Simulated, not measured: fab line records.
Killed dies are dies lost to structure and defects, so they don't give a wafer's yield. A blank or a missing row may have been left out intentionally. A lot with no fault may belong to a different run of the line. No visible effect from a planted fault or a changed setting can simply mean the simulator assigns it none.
The tool behind it: which one? / flow berkeley-cmos170 / Sampling: 14 lots, 42 wafers, 6 of 331 route steps

WHAT EACH GAUGE READ, for each wafer
UCB170_PSD_TW_MEAS_10. Usual: for PSD_TW the level is 2321 and the standard deviation is 12.
lot=L923; measured=day 6 14:55; on=film-metro-03; PSD_TW=2298 2308 2318; flag=
lot=L922; measured=day 6 15:21; on=film-metro-01; PSD_TW=2335 2324 2333; flag=
lot=L926; measured=day 7 17:55; on=film-metro-03; PSD_TW=2309 2312 2327; flag=
lot=L928; measured=day 7 18:18; on=film-metro-01; PSD_TW=2310 2309 2300; flag=
lot=L930; measured=day 8 11:50; on=film-metro-02; PSD_TW=2322 2320 2324; flag=
lot=L932; measured=day 9 06:29; on=film-metro-01; PSD_TW=2357 2342 2339; flag=
lot=L936; measured=day 9 10:26; on=film-metro-01; PSD_TW=2325 2326 2345; flag=
lot=L935; measured=day 9 10:40; on=film-metro-03; PSD_TW=2305 2307 2318; flag=
lot=L939; measured=day 10 04:28; on=film-metro-01; PSD_TW=2312 2317 2323; flag=
lot=L938; measured=day 10 05:12; on=film-metro-02; PSD_TW=2341 2317 2328; flag=
lot=L937; measured=day 10 05:38; on=film-metro-02; PSD_TW=2321 2329 2329; flag=
lot=L943; measured=day 11 00:43; on=film-metro-02; PSD_TW=2332 2329 2334; flag=
lot=L945; measured=day 11 00:52; on=film-metro-01; PSD_TW=2325 2332 2313; flag=
lot=L941; measured=day 11 01:08; on=film-metro-03; PSD_TW=2325 2307 2302; flag=

UCB170_M1_CD_MEAS_90: the cd target is 700 nm. Usual: 700.5 nm for cd-nm, sd 2.3.
lot=L923; measured=day 7 02:33; on=cd-sem-02; cd-nm (nm)=695.7 693.7 698.0; flag=
lot=L922; measured=day 7 02:39; on=cd-sem-01; cd-nm (nm)=700.4 702.6 701.3; flag=
lot=L926; measured=day 8 05:01; on=cd-sem-02; cd-nm (nm)=698.9 699.8 697.0; flag=
lot=L928; measured=day 8 05:13; on=cd-sem-02; cd-nm (nm)=700.7 699.4 702.6; flag=
lot=L930; measured=day 9 01:14; on=cd-sem-02; cd-nm (nm)=699.8 698.8 698.5; flag=
lot=L932; measured=day 9 20:16; on=cd-sem-01; cd-nm (nm)=699.8 698.1 699.8; flag=
lot=L936; measured=day 9 22:35; on=cd-sem-02; cd-nm (nm)=684.3 687.9 684.4; flag=OFF
lot=L935; measured=day 9 23:32; on=cd-sem-02; cd-nm (nm)=696.7 696.9 701.0; flag=
lot=L939; measured=day 10 19:56; on=cd-sem-01; cd-nm (nm)=702.0 701.7 701.7; flag=
lot=L938; measured=day 10 21:50; on=cd-sem-01; cd-nm (nm)=698.7 700.7 702.0; flag=
lot=L937; measured=day 10 22:12; on=cd-sem-02; cd-nm (nm)=690.3 686.9 692.1; flag=OFF
lot=L943; measured=day 11 11:37; on=cd-sem-01; cd-nm (nm)=702.3 699.0 703.3; flag=
lot=L945; measured=day 11 14:19; on=cd-sem-02; cd-nm (nm)=700.7 700.0 700.4; flag=
lot=L941; measured=day 11 13:38; on=cd-sem-02; cd-nm (nm)=698.1 700.2 696.5; flag=

UCB170_M2_THK_MEAS_03: measures by xrf. Usual: for M2_AL_THK the level is 905 nm and the standard deviation is 12.
lot=L923; measured=day 7 11:44; on=film-metro-03; M2_AL_THK (nm)=931 916 916; flag=
lot=L922; measured=day 7 11:58; on=film-metro-01; M2_AL_THK (nm)=927 917 907; flag=
lot=L926; measured=day 8 12:18; on=film-metro-04; M2_AL_THK (nm)=895 885 892; flag=
lot=L928; measured=day 8 11:57; on=film-metro-03; M2_AL_THK (nm)=928 919 914; flag=
lot=L930; measured=day 9 07:14; on=film-metro-04; M2_AL_THK (nm)=894 902 895; flag=
lot=L932; measured=day 10 03:35; on=film-metro-01; M2_AL_THK (nm)=912 916 904; flag=
lot=L936; measured=day 10 06:41; on=film-metro-04; M2_AL_THK (nm)=887 894 894; flag=
lot=L935; measured=day 10 06:05; on=film-metro-01; M2_AL_THK (nm)=889 895 890; flag=
lot=L939; measured=day 11 07:51; on=film-metro-04; M2_AL_THK (nm)=910 911 899; flag=
lot=L938; measured=day 11 10:08; on=film-metro-04; M2_AL_THK (nm)=908 904 926; flag=
lot=L937; measured=day 11 08:04; on=film-metro-04; M2_AL_THK (nm)=904 892 898; flag=
lot=L943; measured=day 11 18:30; on=film-metro-04; M2_AL_THK (nm)=898 904 899; flag=
lot=L945; measured=day 11 23:54; on=film-metro-01; M2_AL_THK (nm)=895 887 904; flag=
lot=L941; measured=day 12 00:18; on=film-metro-01; M2_AL_THK (nm)=888 888 907; flag=

TOOL THAT RAN EACH LOT (tool first, then ch and the chambers of the sampled wafers, then the start)
lot=L923; UCB170_SDANNEAL_RTA_01=rtp-anneal-02 ch 0, day 6 18:28; UCB170_M1_METAL_ETCH_12=rie-metal-02 ch 0,1, day 7 02:19; UCB170_M1_STRIP_13=plasma-asher-01 ch 0,1, day 7 02:26
lot=L922; UCB170_SDANNEAL_RTA_01=rtp-anneal-02 ch 0, day 6 18:57; UCB170_M1_METAL_ETCH_12=rie-metal-03 ch 0,1, day 7 02:25; UCB170_M1_STRIP_13=plasma-asher-04 ch 0,1, day 7 02:33
lot=L926; UCB170_SDANNEAL_RTA_01=rtp-anneal-02 ch 0, day 7 21:31; UCB170_M1_METAL_ETCH_12=rie-metal-02 ch 0,1, day 8 04:47; UCB170_M1_STRIP_13=plasma-asher-04 ch 0,1, day 8 04:54
lot=L928; UCB170_SDANNEAL_RTA_01=rtp-anneal-02 ch 0, day 7 21:40; UCB170_M1_METAL_ETCH_12=rie-metal-03 ch 0,1, day 8 04:59; UCB170_M1_STRIP_13=plasma-asher-02 ch 0,1, day 8 05:07
lot=L930; UCB170_SDANNEAL_RTA_01=rtp-anneal-01 ch 0, day 8 15:02; UCB170_M1_METAL_ETCH_12=rie-metal-04 ch 1, day 9 00:47; UCB170_M1_STRIP_13=plasma-asher-02 ch 0,1, day 9 01:08
lot=L932; UCB170_SDANNEAL_RTA_01=rtp-anneal-01 ch 0, day 9 09:22; UCB170_M1_METAL_ETCH_12=rie-metal-02 ch 0,1, day 9 20:01; UCB170_M1_STRIP_13=plasma-asher-02 ch 0,1, day 9 20:09
lot=L936; UCB170_SDANNEAL_RTA_01=rtp-anneal-01 ch 0, day 9 13:25; UCB170_M1_METAL_ETCH_12=rie-metal-03 ch 0,1, day 9 22:20; UCB170_M1_STRIP_13=plasma-asher-01 ch 1, day 9 22:28
lot=L935; UCB170_SDANNEAL_RTA_01=rtp-anneal-02 ch 0, day 9 13:46; UCB170_M1_METAL_ETCH_12=rie-metal-02 ch 0,1, day 9 23:18; UCB170_M1_STRIP_13=plasma-asher-02 ch 0,1, day 9 23:26
lot=L939; UCB170_SDANNEAL_RTA_01=rtp-anneal-02 ch 0, day 10 08:34; UCB170_M1_METAL_ETCH_12=rie-metal-04 ch 0, day 10 19:41; UCB170_M1_STRIP_13=plasma-asher-02 ch 0,1, day 10 19:49
lot=L938; UCB170_SDANNEAL_RTA_01=rtp-anneal-02 ch 0, day 10 12:58; UCB170_M1_METAL_ETCH_12=rie-metal-04 ch 0,1, day 10 21:35; UCB170_M1_STRIP_13=plasma-asher-04 ch 0,1, day 10 21:43
lot=L937; UCB170_SDANNEAL_RTA_01=rtp-anneal-01 ch 0, day 10 12:58; UCB170_M1_METAL_ETCH_12=rie-metal-03 ch 0,1, day 10 21:58; UCB170_M1_STRIP_13=plasma-asher-02 ch 0,1, day 10 22:06
lot=L943; UCB170_SDANNEAL_RTA_01=rtp-anneal-02 ch 0, day 11 04:24; UCB170_M1_METAL_ETCH_12=rie-metal-02 ch 0,1, day 11 11:22; UCB170_M1_STRIP_13=plasma-asher-01 ch 0,1, day 11 11:29
lot=L945; UCB170_SDANNEAL_RTA_01=rtp-anneal-01 ch 0, day 11 04:53; UCB170_M1_METAL_ETCH_12=rie-metal-04 ch 0,1, day 11 14:04; UCB170_M1_STRIP_13=plasma-asher-04 ch 0,1, day 11 14:12
lot=L941; UCB170_SDANNEAL_RTA_01=rtp-anneal-02 ch 0, day 11 05:04; UCB170_M1_METAL_ETCH_12=rie-metal-02 ch 0,1, day 11 13:23; UCB170_M1_STRIP_13=plasma-asher-02 ch 0,1, day 11 13:31
- UCB170_SDANNEAL_RTA_01: time 5 s.
- UCB170_M1_METAL_ETCH_12: etches Al in Cl2/BCl3, stops on PSG, target depth 780 nm, time 130 s.
- UCB170_M1_STRIP_13: strips in O2.

AS READ BY THE TOOLS THEMSELVES (means over the sampled wafers that have a number; for cases with no such wafer, the mark the record gives instead)
UCB170_SDANNEAL_RTA_01. Usual: lamp-power-pct 39.60 %, standard deviation 0.2; wafer_temp_C_max 1054.0, standard deviation 1.
lot=L923; tool=rtp-anneal-02; lamp-power-pct (%)=39.46; wafer_temp_C_max=1053.7; flag=
lot=L922; tool=rtp-anneal-02; lamp-power-pct (%)=39.41; wafer_temp_C_max=1054.0; flag=
lot=L926; tool=rtp-anneal-02; lamp-power-pct (%)=39.47; wafer_temp_C_max=1053.7; flag=
lot=L928; tool=rtp-anneal-02; lamp-power-pct (%)=39.44; wafer_temp_C_max=1052.9; flag=
lot=L930; tool=rtp-anneal-01; lamp-power-pct (%)=39.88; wafer_temp_C_max=1054.4; flag=
lot=L932; tool=rtp-anneal-01; lamp-power-pct (%)=39.80; wafer_temp_C_max=1054.5; flag=
lot=L936; tool=rtp-anneal-01; lamp-power-pct (%)=39.83; wafer_temp_C_max=1054.1; flag=
lot=L935; tool=rtp-anneal-02; lamp-power-pct (%)=39.42; wafer_temp_C_max=1054.5; flag=
lot=L939; tool=rtp-anneal-02; lamp-power-pct (%)=39.42; wafer_temp_C_max=1054.3; flag=
lot=L938; tool=rtp-anneal-02; lamp-power-pct (%)=39.46; wafer_temp_C_max=1053.6; flag=
lot=L937; tool=rtp-anneal-01; lamp-power-pct (%)=39.84; wafer_temp_C_max=1054.3; flag=
lot=L943; tool=rtp-anneal-02; lamp-power-pct (%)=39.43; wafer_temp_C_max=1054.2; flag=
lot=L945; tool=rtp-anneal-01; lamp-power-pct (%)=39.83; wafer_temp_C_max=1056.6; flag=
lot=L941; tool=rtp-anneal-02; lamp-power-pct (%)=39.43; wafer_temp_C_max=1053.6; flag=

UCB170_M1_METAL_ETCH_12. Usual: bcl3-flow-sccm 44.99 sccm, standard deviation 0.14; bias-w 120.0 W, standard deviation 0.42; drypump-motor-current-A 5.5 A, standard deviation 0.46; oes-product-au 0.860 a.u., standard deviation 0.014; run-length-s 158.5 s, standard deviation 0.89; throttle-valve-pct 24.43 %, standard deviation 0.19.
lot=L923; tool=rie-metal-02; bcl3-flow-sccm (sccm)=44.96; bias-w (W)=120.2; drypump-motor-current-A (A)=5.9; oes-product-au (a.u.)=0.864; run-length-s (s)=158.2; throttle-valve-pct (%)=24.39; flag=
lot=L922; tool=rie-metal-03; bcl3-flow-sccm (sccm)=44.88; bias-w (W)=120.0; drypump-motor-current-A (A)=5.7; oes-product-au (a.u.)=0.877; run-length-s (s)=158.0; throttle-valve-pct (%)=24.24; flag=
lot=L926; tool=rie-metal-02; bcl3-flow-sccm (sccm)=44.93; bias-w (W)=120.3; drypump-motor-current-A (A)=6.1; oes-product-au (a.u.)=0.861; run-length-s (s)=158.3; throttle-valve-pct (%)=24.37; flag=
lot=L928; tool=rie-metal-03; bcl3-flow-sccm (sccm)=45.07; bias-w (W)=120.4; drypump-motor-current-A (A)=5.7; oes-product-au (a.u.)=0.877; run-length-s (s)=158.2; throttle-valve-pct (%)=24.35; flag=
lot=L930; tool=rie-metal-04; bcl3-flow-sccm (sccm)=45.08; bias-w (W)=120.2; drypump-motor-current-A (A)=5.1; oes-product-au (a.u.)=0.853; run-length-s (s)=162.2; throttle-valve-pct (%)=24.47; flag=OFF
lot=L932; tool=rie-metal-02; bcl3-flow-sccm (sccm)=45.08; bias-w (W)=120.1; drypump-motor-current-A (A)=6.1; oes-product-au (a.u.)=0.859; run-length-s (s)=158.3; throttle-valve-pct (%)=24.36; flag=
lot=L936; tool=rie-metal-03; bcl3-flow-sccm (sccm)=45.10; bias-w (W)=120.2; drypump-motor-current-A (A)=5.7; oes-product-au (a.u.)=0.736; run-length-s (s)=210.1; throttle-valve-pct (%)=24.41; flag=OFF
lot=L935; tool=rie-metal-02; bcl3-flow-sccm (sccm)=45.12; bias-w (W)=120.1; drypump-motor-current-A (A)=5.9; oes-product-au (a.u.)=0.854; run-length-s (s)=158.0; throttle-valve-pct (%)=24.38; flag=
lot=L939; tool=rie-metal-04; bcl3-flow-sccm (sccm)=44.86; bias-w (W)=120.0; drypump-motor-current-A (A)=4.9; oes-product-au (a.u.)=0.848; run-length-s (s)=158.4; throttle-valve-pct (%)=24.73; flag=
lot=L938; tool=rie-metal-04; bcl3-flow-sccm (sccm)=45.24; bias-w (W)=120.1; drypump-motor-current-A (A)=5.0; oes-product-au (a.u.)=0.846; run-length-s (s)=159.1; throttle-valve-pct (%)=24.55; flag=
lot=L937; tool=rie-metal-03; bcl3-flow-sccm (sccm)=45.02; bias-w (W)=119.9; drypump-motor-current-A (A)=5.7; oes-product-au (a.u.)=0.733; run-length-s (s)=210.1; throttle-valve-pct (%)=24.43; flag=OFF
lot=L943; tool=rie-metal-02; bcl3-flow-sccm (sccm)=44.97; bias-w (W)=120.3; drypump-motor-current-A (A)=6.1; oes-product-au (a.u.)=0.867; run-length-s (s)=158.1; throttle-valve-pct (%)=24.36; flag=
lot=L945; tool=rie-metal-04; bcl3-flow-sccm (sccm)=45.12; bias-w (W)=119.8; drypump-motor-current-A (A)=5.0; oes-product-au (a.u.)=0.854; run-length-s (s)=158.7; throttle-valve-pct (%)=24.55; flag=
lot=L941; tool=rie-metal-02; bcl3-flow-sccm (sccm)=44.91; bias-w (W)=120.1; drypump-motor-current-A (A)=6.0; oes-product-au (a.u.)=0.868; run-length-s (s)=158.1; throttle-valve-pct (%)=24.37; flag=

UCB170_M1_STRIP_13. Usual: drypump-motor-current-A 6.1 A, standard deviation 0.48; oes-product-au 0.721 a.u., standard deviation 0.004.
lot=L923; tool=plasma-asher-01; drypump-motor-current-A (A)=6.3; oes-product-au (a.u.)=0.719; flag=
lot=L922; tool=plasma-asher-04; drypump-motor-current-A (A)=5.8; oes-product-au (a.u.)=0.718; flag=
lot=L926; tool=plasma-asher-04; drypump-motor-current-A (A)=6.2; oes-product-au (a.u.)=0.720; flag=
lot=L928; tool=plasma-asher-02; drypump-motor-current-A (A)=6.0; oes-product-au (a.u.)=0.719; flag=
lot=L930; tool=plasma-asher-02; drypump-motor-current-A (A)=6.0; oes-product-au (a.u.)=0.724; flag=
lot=L932; tool=plasma-asher-02; drypump-motor-current-A (A)=6.1; oes-product-au (a.u.)=0.720; flag=
lot=L936; tool=plasma-asher-01; drypump-motor-current-A (A)=6.8; oes-product-au (a.u.)=0.594; flag=OFF
lot=L935; tool=plasma-asher-02; drypump-motor-current-A (A)=6.0; oes-product-au (a.u.)=0.720; flag=
lot=L939; tool=plasma-asher-02; drypump-motor-current-A (A)=6.1; oes-product-au (a.u.)=0.725; flag=
lot=L938; tool=plasma-asher-04; drypump-motor-current-A (A)=5.8; oes-product-au (a.u.)=0.719; flag=
lot=L937; tool=plasma-asher-02; drypump-motor-current-A (A)=6.0; oes-product-au (a.u.)=0.598; flag=OFF
lot=L943; tool=plasma-asher-01; drypump-motor-current-A (A)=6.3; oes-product-au (a.u.)=0.721; flag=
lot=L945; tool=plasma-asher-04; drypump-motor-current-A (A)=6.1; oes-product-au (a.u.)=0.722; flag=
lot=L941; tool=plasma-asher-02; drypump-motor-current-A (A)=6.1; oes-product-au (a.u.)=0.723; flag=

THE ANSWER, worked out from the rows above alone
Rule: take the mean of a lot's wafers that have a number; if it is more than 3 standard deviations from the usual mean, the lot is off. Also off: a lot with no number at a reading for which 4 or more lots have one. All remaining lots with rows at the step are treated as sound. Order of review: gauges by route order, followed by the tools' own readings, for which a lot's mean as printed above is used. The first step at which some lot is off is used, and at that step the reading that is off furthest; a lot without a number counts as furthest.
Off at UCB170_M1_CD_MEAS_90 (cd-nm): L936, L937.
If a tool, at a process step before that reading, ran all the lots that are off and no sound lot after the first of them, it fits. Not tried: the gauges at UCB170_M1_CD_MEAS_90; whatever is off there is also off at UCB170_M1_METAL_ETCH_12, on other tools, and gauge error can't account for it. One fits: rie-metal-03 at UCB170_M1_METAL_ETCH_12. Its last sound lot is L928 (day 8 04:59), its first lot that is off L936 (day 9 22:20): a fault that began between those two fits.
The tool's own readings at UCB170_M1_METAL_ETCH_12 bear it out: on the lots that are off they differ by more than 5 times the standard deviation of the sound lots' means. oes-product-au reads 0.734 a.u. there against 0.861 a.u. on the sound lots; run-length-s reads 210.1 s there against 158.6 s on the sound lots.

WHAT WAS PUT IN BY THE SIMULATOR
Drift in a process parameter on rie-metal-03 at UCB170_M1_METAL_ETCH_12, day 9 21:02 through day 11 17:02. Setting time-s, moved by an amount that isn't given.
Struck lots among those shown: L936, L937. Same finding as the rule above.
